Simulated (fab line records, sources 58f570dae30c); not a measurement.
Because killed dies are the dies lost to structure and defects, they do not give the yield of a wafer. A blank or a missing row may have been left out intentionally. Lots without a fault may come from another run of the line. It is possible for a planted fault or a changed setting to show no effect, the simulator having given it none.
Problem report, 8D (eight disciplines) form, completed by code || flow berkeley_cmos170 || the parts of the form that need people (team, actions taken, sign-off) are left out

== 1. PROBLEM STATEMENT ==
SPACER_TEOS_THK at UCB170_SPACER_THK_MEAS_01 reads a mean of 310 nm on 4 wafers of 2 lots; wafers without a fault read 378 nm with a standard deviation of 6.4. Relative to the usual mean, that is a shift of -11 standard deviations.
First observed at day 9 17:12: wafer L867.3, on film_metro-01. The record holds 18 wafers of 6 lots with a number at this step. Rule for "out" (also "out of limits"): further than 4 standard deviations from the usual mean. The rest of the wafers with a number are treated as sound.

== 2. WHAT IT IS AND WHAT IT IS NOT ==
{"question": "which readings at this step", "is": "SPACER_TEOS_THK", "is not": "-"}
{"question": "which lots", "is": "L867, L869", "is not": "L857, L863, L871, L876"}
{"question": "which wafers of those lots", "is": "L867.3, L867.6, L869.1, L869.6", "is not": "L867.1, L869.5"}
{"question": "read on which gauges", "is": "film_metro-01", "is not": "film_metro-03, film_metro-04"}
{"question": "when", "is": "from day 9 17:12", "is not": "up to then (7 sound wafers); but 7 sound wafers of L869, L871, L876 came after"}

== 3. SUSPECTS, AND WHAT RULES EACH OUT ==
Counting: if a tool at a process step up to the reading ran every lot that is out, it stays a suspect. Sound lots after the first of them don't rule it out here, since some wafers of a struck lot are sound.
- the gauge at UCB170_SPACER_THK_MEAS_01 has been ruled out. All the wafers that are out were read on film_metro-01, but those of them that UCB170_SPACER_ETCHBACK_03 has rows for are out there too, on other tools.
- plasma_asher-04 at UCB170_NLDD_STRIP_10 (strips in O2): kept. It ran every lot that is out, first L867 (day 9 16:41).
- pecvd-03 at UCB170_SPACER_CVD_00 (deposits SiO2 from TEOS/O2, target thk 376 nm, time 47 s): kept. It ran every lot that is out, first L867 (day 9 17:09); its last sound lot up to then is L857 (day 8 04:08).
- Within pecvd-03 at UCB170_SPACER_CVD_00: the wafers that are out ran in chamber 0; their sound lot-mates ran in chamber 1.
The count leaves pecvd-03 at UCB170_SPACER_CVD_00 and plasma_asher-04 at UCB170_NLDD_STRIP_10.

== 4. THE CAUSE (what the simulator had put in) ==
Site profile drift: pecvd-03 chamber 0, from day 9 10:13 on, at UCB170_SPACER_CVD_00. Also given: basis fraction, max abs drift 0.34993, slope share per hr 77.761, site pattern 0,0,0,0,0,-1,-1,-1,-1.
Counting left 2 suspects, and this tool is among them.

== 5. THE CHAIN OF EFFECTS, in route order ==
One row per reading whose mean, taken over the struck wafers that have a number, lies over 3 standard deviations from the usual. Scope: only readings with a usual standard deviation given in the record; hours: median across lots of the time from each lot's start at the first step in this table that gives one to its start at this step; sigmas: change in usual standard deviations.
{"hours": 0, "step": "UCB170_SPACER_THK_MEAS_01", "reading": "SPACER_TEOS_THK", "usual": "378 nm", "on struck wafers": 310, "change": -68, "sigmas": -11}
{"hours": 5, "step": "UCB170_SPACER_ETCHBACK_03", "reading": "oes_product_au", "usual": "0.908 a.u.", "on struck wafers": 0.779, "change": -0.129, "sigmas": -7.6}
The process steps in it:
- UCB170_SPACER_ETCHBACK_03: etches SiO2 in CHF3/CF4/Ar, stops on Si, target depth 376 nm, time 100 s.
Later measuring or inspecting steps at which every struck wafer that the step has a row for has a number for every such reading, and none has moved that far: UCB170_PSD_CD_MEAS_06, UCB170_PSD_OVL_MEAS_07, UCB170_PSD_TW_MEAS_10, UCB170_NSD_CD_MEAS_06, UCB170_NSD_OVL_MEAS_07, UCB170_NSD_TW_MEAS_10.

== 6. WHAT WOULD HAVE CAUGHT IT SOONER ==
In this record the first reading out of limits at a measuring or inspecting step was taken at day 9 17:12, 7 hours after the fault began at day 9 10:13.
Of the tool readings at UCB170_SPACER_CVD_00 for which the record gives a usual standard deviation, none was out on any struck wafer, so an alarm limit of 4 standard deviations on them would not have fired.
Lots out: 2; of these, L869 started UCB170_SPACER_CVD_00 on pecvd-03 after day 9 17:12. A hold on the tool at that time would have spared it.
